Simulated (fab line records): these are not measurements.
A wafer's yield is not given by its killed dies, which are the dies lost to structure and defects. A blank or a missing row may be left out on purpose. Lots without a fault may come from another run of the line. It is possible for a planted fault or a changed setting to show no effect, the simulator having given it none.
Split-lot trial ; flow rit cmos ; 23 wafers read across 5 lots, on a route 202 steps long

== THE SPLIT ITSELF ==
At RIT_FOX2_OXIDATION_00 (target thk 350.7 nm, ox time 1130 s), the setting ox time s was moved away from the recipe's 1130 s on 20 of the 23 wafers read, by -12.3% to +6.4%. All remaining wafers had this setting at the recipe value.

== FROM THE SPLIT TO THE READING: what the file shows between them, 13 steps ==
- RIT_PWELL_IMPLANT_08 (also split here: energy kev)
- RIT_NRETRO_COAT_01: resist thk 1300 nm (also split here: resist thk nm)
- RIT_NRETRO_SOFTBAKE_02: time 60 s
- RIT_NRETRO_EXPOSE_03: exposes mask M4, target cd 43900 nm
- RIT_NRETRO_DEVELOP_05: develop time 68 s
- RIT_NRETRO_HARDBAKE_07: time 120 s
- RIT_PRETRO_COAT_01: resist thk 1300 nm (also split here: spin rpm)
- RIT_PRETRO_SOFTBAKE_02: time 60 s
- RIT_PRETRO_EXPOSE_03: exposes mask M5, target cd 43700 nm
- RIT_PRETRO_DEVELOP_05: develop time 68 s
- RIT_PRETRO_HARDBAKE_07: time 120 s
- RIT_PRETRO_IMPLANT_08 (also split here: energy kev)
- RIT_GATE_CLEAN_04: cleans in dHF, time 60 s (also split here: time s)

== THE READING ==
FIELD_OXIDE_LEFT_2_THK (nm), taken at RIT_FOX2_THK_MEAS_91. On this fab line, fault-free wafers typically give 256 nm with a standard deviation of 6 nm.

wafer;tool, chamber at the split;ox time s as run, s;against the recipe;FIELD_OXIDE_LEFT_2_THK, nm;against lot-mates on the recipe
L076.1;-, -;990.5;-12.3%;234;no lot-mate on the recipe
L076.3;-, -;990.5;-12.3%;225;no lot-mate on the recipe
L076.4;-, -;990.5;-12.3%;229;no lot-mate on the recipe
L076.5;-, -;990.5;-12.3%;229;no lot-mate on the recipe
L076.6;-, -;990.5;-12.3%;227;no lot-mate on the recipe
L078.1;-, -;1202;+6.4%;270;no lot-mate on the recipe
L078.2;-, -;1202;+6.4%;260;no lot-mate on the recipe
L078.3;-, -;1202;+6.4%;264;no lot-mate on the recipe
L078.5;-, -;1202;+6.4%;263;no lot-mate on the recipe
L078.6;-, -;1202;+6.4%;263;no lot-mate on the recipe
L079.1;-, -;1064;-5.8%;241;no lot-mate on the recipe
L079.2;-, -;1064;-5.8%;250;no lot-mate on the recipe
L079.3;-, -;1064;-5.8%;244;no lot-mate on the recipe
L079.4;-, -;1064;-5.8%;248;no lot-mate on the recipe
L079.5;-, -;1064;-5.8%;244;no lot-mate on the recipe
L082.3;furnace-01, 0;1130;recipe;248;-
L082.5;furnace-01, 0;1130;recipe;250;-
L082.6;furnace-01, 0;1130;recipe;248;-
L084.2;-, -;1058;-6.4%;245;no lot-mate on the recipe
L084.3;-, -;1058;-6.4%;241;no lot-mate on the recipe
L084.4;-, -;1058;-6.4%;242;no lot-mate on the recipe
L084.5;-, -;1058;-6.4%;241;no lot-mate on the recipe
L084.6;-, -;1058;-6.4%;247;no lot-mate on the recipe

THE FIT
A straight line over all 23 wafers: FIELD_OXIDE_LEFT_2_THK changes by +1.76 nm for each +1% of ox time s; r = +0.95; the points scatter about the line by 3.9 nm.
Too few moved wafers with a lot-mate on the recipe to fit a line net of each lot's own level.

== THE WHOLE CHAIN: every reading that the file lists as answering this split, in the file's order ==
step;what it does;reading;change (the file's fit);r (the file's)
RIT_FOX2_OXIDATION_00;target thk 350.7 nm, ox time 1130 s;SiO2_of_FOX2_OXIDATION_00.thk nm (the simulator's own value, which no gauge read);+1.71 nm for each +1% of the setting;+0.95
RIT_GATE_CLEAN_04;cleans in dHF, time 60 s;SiO2_of_FOX2_OXIDATION_00.thk nm (the simulator's own value, which no gauge read);+1.76 nm for each +1% of the setting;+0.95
RIT_FOX2_THK_MEAS_91;;FIELD_OXIDE_LEFT_2_THK;+1.75 for each +1% of the setting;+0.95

== THE FILE'S OWN FIT ==
FIELD_OXIDE_LEFT_2_THK changes by +1.75 nm for each +1% of ox time s, r = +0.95.
